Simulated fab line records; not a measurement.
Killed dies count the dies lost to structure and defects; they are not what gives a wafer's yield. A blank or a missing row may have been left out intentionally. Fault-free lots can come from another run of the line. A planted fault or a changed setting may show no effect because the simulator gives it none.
The tool behind it: which one? ; flow berkeley cmos170 ; 15 lots with 45 wafers sampled at 5 steps, on a route of 331 steps

WHAT THE GAUGES READ, wafer by wafer
UCB170_PVT_TW_MEAS_09.
lot;measured;on;PVT_TW
L257;day 5 13:04;film metro-03;507 508 510
L258;day 6 00:19;film metro-04;504 503 503
L259;day 5 23:39;film metro-01;507 507 505
L260;day 6 11:42;film metro-03;511 509 510
L261;day 6 11:50;film metro-04;501 501 504
L262;day 7 04:52;film metro-04;504 502 503
L263;day 7 04:58;film metro-03;511 511 511
L264;day 7 12:08;film metro-01;506 505 507
L265;day 7 12:26;film metro-01;505 505 505
L266;day 8 00:49;film metro-04;505 504 506
L269;day 8 05:42;film metro-03;507 508 510
L270;day 9 01:56;film metro-03;629 635 633
L271;day 9 02:01;film metro-01;634 632 631
L274;day 9 20:58;film metro-03;635 633 631
L276;day 10 01:46;film metro-03;510 510 513

UCB170_V2_THK_MEAS_01.
lot;measured;on;V2_TEOS_THK (nm)
L257;day 7 12:25;film metro-03;2001 2034 2034
L258;day 8 06:34;film metro-02;2064 2045 2049
L259;day 8 10:19;film metro-02;2002 2005 2000
L260;day 8 17:30;film metro-02;2030 2028 2020
L261;day 8 16:42;film metro-03;2031 1990 2038
L262;day 9 03:07;film metro-03;1997 2047 2047
L263;day 9 03:18;film metro-02;2026 1961 2027
L264;day 9 15:31;film metro-04;1992 2005 2046
L265;day 9 15:40;film metro-03;1994 2020 2034
L266;day 10 08:25;film metro-02;2008 2023 2026
L269;day 10 08:50;film metro-02;1984 2048 2005
L270;day 10 23:34;film metro-03;1957 1998 2041
L271;day 10 22:58;film metro-02;1953 2022 1988
L274;day 11 17:14;film metro-02;2013 1973 2009
L276;day 11 21:35;film metro-02;1953 1993 2036

UCB170_V2_OVL_MEAS_13.
lot;measured;on;V2_OVL (nm)
L257;day 7 14:14;overlay-02;6 -8 0
L258;day 8 08:17;overlay-02;0 -8 1
L259;day 8 12:00;overlay-01;1 6 4
L260;day 8 21:42;overlay-01;-10 4 -7
L261;day 8 21:41;overlay-02;11 -1 -7
L262;day 9 05:47;overlay-02;-2 -2 -8
L263;day 9 06:04;overlay-02;-4 -9 -8
L264;day 9 18:05;overlay-01;0 0 -8
L265;day 9 18:08;overlay-02;-6 -9 -18
L266;day 10 11:09;overlay-02;-1 -2 -1
L269;day 10 11:32;overlay-02;-3 -8 -1
L270;day 11 01:51;overlay-02;0 -5 -5
L271;day 11 01:14;overlay-01;-6 -17 -19
L274;day 11 20:01;overlay-01;3 -5 4
L276;day 11 23:41;overlay-02;5 -6 3

EACH LOT AND THE TOOL THAT RAN IT (in order: tool; ch and the chambers of the sampled wafers; start)
lot;UCB170_NWELL_STRIP_15;UCB170_PVT_IMPLANT_07
L257;plasma asher-02 ch 0,1, day 2 11:12;implanter-04 ch 0, day 5 12:49
L258;plasma asher-01 ch 0,1, day 2 19:06;implanter-01 ch 0, day 6 00:07
L259;plasma asher-02 ch 0,1, day 2 19:21;implanter-04 ch 0, day 5 23:25
L260;plasma asher-03 ch 0,1, day 3 05:53;implanter-04 ch 0, day 6 11:29
L261;plasma asher-02 ch 0,1, day 3 06:08;implanter-01 ch 0, day 6 11:35
L262;plasma asher-02 ch 1, day 3 12:38;implanter-01 ch 0, day 7 04:37
L263;plasma asher-03 ch 0, day 3 16:31;implanter-04 ch 0, day 7 04:43
L264;plasma asher-01 ch 0,1, day 3 21:51;implanter-02 ch 0, day 7 11:54
L265;plasma asher-03 ch 0,1, day 4 00:23;implanter-01 ch 0, day 7 12:11
L266;plasma asher-03 ch 0,1, day 4 06:53;implanter-02 ch 0, day 8 00:35
L269;plasma asher-03 ch 0,1, day 5 01:45;implanter-04 ch 0, day 8 05:27
L270;plasma asher-03 ch 0, day 5 07:04;implanter-04 ch 0, day 9 01:22
L271;plasma asher-02 ch 0,1, day 5 11:40;implanter-01 ch 0, day 9 01:29
L274;plasma asher-03 ch 0,1, day 6 01:02;implanter-02 ch 0, day 9 20:23
L276;plasma asher-02 ch 0,1, day 6 16:45;implanter-02 ch 0, day 10 01:32
- UCB170_NWELL_STRIP_15: strips in O2.
- UCB170_PVT_IMPLANT_07

WHAT THE TOOLS THEMSELVES READ (means of the sampled wafers that have a number; where no wafer has one, the mark that the record gives instead)
UCB170_NWELL_STRIP_15.
lot;tool;drypump motor current A (A);oes product au (a.u.);strip time to endpoint s (s)
L257;plasma asher-02;5.8;0.719;17.92
L258;plasma asher-01;6.0;0.720;17.97
L259;plasma asher-02;5.8;0.729;18.05
L260;plasma asher-03;5.9;0.723;18.06
L261;plasma asher-02;5.8;0.720;18.06
L262;plasma asher-02;5.8;0.719;18.05
L263;plasma asher-03;5.7;0.718;17.92
L264;plasma asher-01;5.8;0.722;18.01
L265;plasma asher-03;5.9;0.720;18.13
L266;plasma asher-03;5.8;0.722;17.91
L269;plasma asher-03;5.8;0.724;17.94
L270;plasma asher-03;5.6;0.718;18.11
L271;plasma asher-02;5.8;0.721;17.95
L274;plasma asher-03;5.8;0.717;18.05
L276;plasma asher-02;5.8;0.723;17.91

THE ANSWER, worked out from the rows above alone
Rule: the lots themselves supply what counts as usual. The widest of any qualifying gaps counts: lots, ordered by their means at a reading, are off when they make up no more than a third of the lots, leave a main group of 4 or more, and stand apart from it by 3 or more times the standard deviation of that group's means. A main group whose means are all the same, to the digits that the tables above print for the reading, isn't used. Also off: a lot with no number at a reading for which 4 or more lots have one. Any other lot the step has rows for is counted as sound. After the gauges, taken in route order, come the tools' own readings; for these a lot's mean is taken, as printed above. At the first step where some lot is off, the reading lying furthest off is the one used; lots without a number count as furthest.
Off: L270, L271, L274, seen at UCB170_PVT_TW_MEAS_09 (PVT_TW). For the main group the mean is 507 and the standard deviation 3.
A tool fits if, at a process step before that reading, it ran every lot that is off, and no sound lot after the first of them. The gauges at UCB170_PVT_TW_MEAS_09 are tried like those tools. Not one of the candidates tried fits.

WHAT HAD BEEN PUT IN BY THE SIMULATOR
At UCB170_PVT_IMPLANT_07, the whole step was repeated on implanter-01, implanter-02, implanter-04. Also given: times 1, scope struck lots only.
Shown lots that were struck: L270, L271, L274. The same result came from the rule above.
